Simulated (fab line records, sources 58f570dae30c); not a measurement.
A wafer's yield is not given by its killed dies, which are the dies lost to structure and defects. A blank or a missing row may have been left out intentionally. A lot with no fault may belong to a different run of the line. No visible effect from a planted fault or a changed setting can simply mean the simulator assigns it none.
Problem report in the 8D (eight disciplines) form, filled by code / flow berkeley cmos170 / the parts of the form that need people (team, actions taken, sign-off) are left out

== 1. THE PROBLEM ==
Mean GATE_POLY_THK at UCB170_GATE_THK_MEAS_05: 187.4 nm over 12 wafers in 4 lots; fault-free wafers: 215.4 nm, standard deviation 1.8. Relative to the usual mean, that is a shift of -16 standard deviations.
First observed at day 10 02:41: wafer L386.1, on film metro-02. The record holds 48 wafers of 16 lots with a number at this step. By rule, "out" or "out of limits" means more than 4 standard deviations away from the usual mean. Any other wafer with a number is counted as sound.

== 2. WHAT THIS IS AND IS NOT ==
question=which readings at this step | is=GATE_POLY_THK | is not=-
question=which lots | is=L385, L386, L387, L388 | is not=L373, L374, L375, L378, L379, L381, L382, L391, L392, L393, L395, L396
question=which wafers of those lots | is=all that have a number | is not=-
question=read on which gauges | is=film metro-01, film metro-02, film metro-04 | is not=-
question=when | is=from day 10 02:41 | is not=up to then (21 sound wafers); but 15 sound wafers of L391, L392, L393, L395, L396 came after

== 3. WHAT RULES OUT EACH SUSPECT ==
Counting: a tool at any process step up to the reading remains a suspect when it ran all the lots that are out and ran no sound lot after the first of those.
- ruled out: the gauge at UCB170_GATE_THK_MEAS_05. Those wafers that are out were read across 3 gauges (film metro-01, film metro-02, film metro-04).
- lpcvd-01 at UCB170_GATE_CVD_04 (deposits poly-Si from SiH4, time 1440 s, target thk 214 nm): kept. All lots that are out passed through it, beginning with L385 at day 10 01:17, and no sound lot followed; its final sound lot before that point was L378 at day 8 04:26.
After counting, what remains is lpcvd-01 at UCB170_GATE_CVD_04.

== 4. THE CAUSE (what the simulator had put in) ==
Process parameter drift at UCB170_GATE_CVD_04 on lpcvd-01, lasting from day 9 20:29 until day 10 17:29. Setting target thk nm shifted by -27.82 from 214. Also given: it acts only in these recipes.
Only this tool survived the counting.

== 5. THE EFFECT CHAIN, in route order ==
One row per reading whose mean, taken over the struck wafers that have a number, lies over 3 standard deviations from the usual. Only readings whose record carries a usual standard deviation are examined. hours: median over the lots of the time between each lot's start at the first step of this table that gives one and its start at this step. sigmas: the change, counted in usual standard deviations.
hours=0; step=UCB170_GATE_THK_MEAS_05; reading=GATE_POLY_THK; usual=215.4 nm; on struck wafers=187.4; change=-28.0; sigmas=-16
hours=2; step=UCB170_GATE_ETCH_15; reading=oes product au; usual=0.839 a.u.; on struck wafers=0.767; change=-0.072; sigmas=-6.5
Process steps it contains:
- UCB170_GATE_ETCH_15: etches poly-Si in HBr/Cl2, stops on SiO2, time 56.3 s, target depth 278.2 nm.
At these later measuring or inspecting steps, every struck wafer for which the step has a row has a number for every such reading, and none has moved that far: UCB170_CONTACT_OVL_MEAS_16.

== 6. HOW IT WOULD HAVE BEEN CAUGHT EARLIER ==
In this record the first reading out of limits at a measuring or inspecting step was taken at day 10 02:41, 6 hours after the fault began at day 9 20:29.
No tool reading at UCB170_GATE_CVD_04 that has a usual standard deviation in the record was out on any struck wafer, so an alarm limit of 4 standard deviations on those readings would not have fired.
All the lots that are out (4) had begun UCB170_GATE_CVD_04 on lpcvd-01 by day 10 02:41. Had the tool been put on hold then, not one of them would have been saved.
